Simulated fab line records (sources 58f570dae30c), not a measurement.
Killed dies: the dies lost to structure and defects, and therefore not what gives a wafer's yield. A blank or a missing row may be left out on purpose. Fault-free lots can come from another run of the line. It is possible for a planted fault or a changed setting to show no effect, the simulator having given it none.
Which tool is to blame? || flow berkeley-cmos170 || 7 lots, 21 wafers sampled, at 2 steps of a route of 331

== WHAT THE GAUGES SHOWED, per wafer ==
UCB170_START_THK_MEAS_03.
{"lot": "L583", "measured": "day 2 00:38", "on": "film-metro-01", "START_OXIDE_THK (nm)": "20.1 20.3 19.9"}
{"lot": "L586", "measured": "day 2 17:35", "on": "film-metro-02", "START_OXIDE_THK (nm)": "21.1 20.7 20.9"}
{"lot": "L588", "measured": "day 3 02:27", "on": "film-metro-02", "START_OXIDE_THK (nm)": "20.2 20.4 20.6"}
{"lot": "L590", "measured": "day 3 12:29", "on": "film-metro-02", "START_OXIDE_THK (nm)": "20.4 20.0 19.7"}
{"lot": "L593", "measured": "day 4 01:14", "on": "film-metro-01", "START_OXIDE_THK (nm)": "19.5 19.5 19.5"}
{"lot": "L595", "measured": "day 4 11:41", "on": "film-metro-01", "START_OXIDE_THK (nm)": "20.1 20.0 20.3"}
{"lot": "L602", "measured": "day 6 02:46", "on": "film-metro-04", "START_OXIDE_THK (nm)": "31.3 30.7 31.1"}

== WHICH TOOL RAN EACH LOT (tool, then ch and the chambers of the sampled wafers, then the start) ==
{"lot": "L583", "UCB170_START_OXIDATION_02": "furnace-01 ch 0, day 1 23:08"}
{"lot": "L586", "UCB170_START_OXIDATION_02": "furnace-01 ch 0, day 2 16:05"}
{"lot": "L588", "UCB170_START_OXIDATION_02": "furnace-03 ch 0, day 3 00:56"}
{"lot": "L590", "UCB170_START_OXIDATION_02": "furnace-02 ch 0, day 3 10:59"}
{"lot": "L593", "UCB170_START_OXIDATION_02": "furnace-03 ch 0, day 3 23:43"}
{"lot": "L595", "UCB170_START_OXIDATION_02": "furnace-01 ch 0, day 4 10:10"}
{"lot": "L602", "UCB170_START_OXIDATION_02": "furnace-01 ch 0, day 5 22:29"}
- UCB170_START_OXIDATION_02: target thk 20 nm, ox time 1800 s.

== THE ANSWER, worked out from the rows above alone ==
Rule: the lots themselves supply what counts as usual. Put in order of their means at a reading, lots are off if they are a third of the lots or fewer, leave a main group of 4 or more, and stand apart from it by a gap of 3 or more times the standard deviation of the main group's means; of several such gaps the widest counts. The tables above print the reading to a certain number of digits; a main group whose means all agree to those digits is not used. Also off: a lot with no number at a reading for which 4 or more lots have one. Any other lot the step has rows for is counted as sound.
Off: L602, seen at UCB170_START_THK_MEAS_03 (START_OXIDE_THK). Mean 20.2 nm and standard deviation 0.42 in the main group.
If a tool, at a process step before that reading, ran all the lots that are off and no sound lot after the first of them, it fits. The gauges at UCB170_START_THK_MEAS_03 are tried like those tools. 2 tools fit, furnace-01 at UCB170_START_OXIDATION_02 and film-metro-04 at UCB170_START_THK_MEAS_03, so this cannot tell which one it is.

== WHAT THE SIMULATOR HAD PUT IN ==
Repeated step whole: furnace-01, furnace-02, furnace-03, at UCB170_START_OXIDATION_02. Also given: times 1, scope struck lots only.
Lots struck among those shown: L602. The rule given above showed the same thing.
